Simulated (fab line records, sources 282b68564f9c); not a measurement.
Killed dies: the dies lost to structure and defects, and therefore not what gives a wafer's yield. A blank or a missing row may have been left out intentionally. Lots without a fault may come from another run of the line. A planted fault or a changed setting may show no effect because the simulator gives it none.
What tool caused it? || flow ritCmos || 21 wafers sampled from 7 lots at 1 step of a route of 202

## WHAT EACH GAUGE READ, for each wafer
RIT_PLDD_OVL_MEAS_06.
{"lot": "L335", "measured": "day 3 10:13", "on": "overlay-02", "PLDD_OVL (nm)": "-1.1 -0.5 -1.7"}
{"lot": "L337", "measured": "day 3 20:06", "on": "overlay-01", "PLDD_OVL (nm)": "2.3 1.4 -0.5"}
{"lot": "L341", "measured": "day 4 21:05", "on": "overlay-01", "PLDD_OVL (nm)": "1.6 2.3 0.4"}
{"lot": "L344", "measured": "day 5 06:55", "on": "overlay-01", "PLDD_OVL (nm)": "1.7 0.8 0.2"}
{"lot": "L347", "measured": "day 5 22:26", "on": "overlay-02", "PLDD_OVL (nm)": "-0.6 -0.2 0.7"}
{"lot": "L353", "measured": "day 7 10:25", "on": "overlay-02", "PLDD_OVL (nm)": "-2.2 -0.4 -0.3"}
{"lot": "L356", "measured": "day 8 02:56", "on": "overlay-02", "PLDD_OVL (nm)": "0.9 1.9 -0.1"}

## EACH LOT AND THE TOOL THAT RAN IT (in order: tool; ch and the chambers of the sampled wafers; start)
The record holds no process step before these readings.

## THE ANSWER, worked out from the rows above alone
Rule: the lots themselves supply what counts as usual. Put in order of their means at a reading, lots are off if they are a third of the lots or fewer, leave a main group of 4 or more, and stand apart from it by a gap of 3 or more times the standard deviation of the main group's means; of several such gaps the widest counts. Not used: any main group whose means are identical at the precision the tables above print for the reading. Also off: a lot with no number at a reading for which 4 or more lots have one. Any other lot the step has rows for is counted as sound.
Nothing can be told from this: no lot is off at any reading shown.

## WHAT THE SIMULATOR PUT IN
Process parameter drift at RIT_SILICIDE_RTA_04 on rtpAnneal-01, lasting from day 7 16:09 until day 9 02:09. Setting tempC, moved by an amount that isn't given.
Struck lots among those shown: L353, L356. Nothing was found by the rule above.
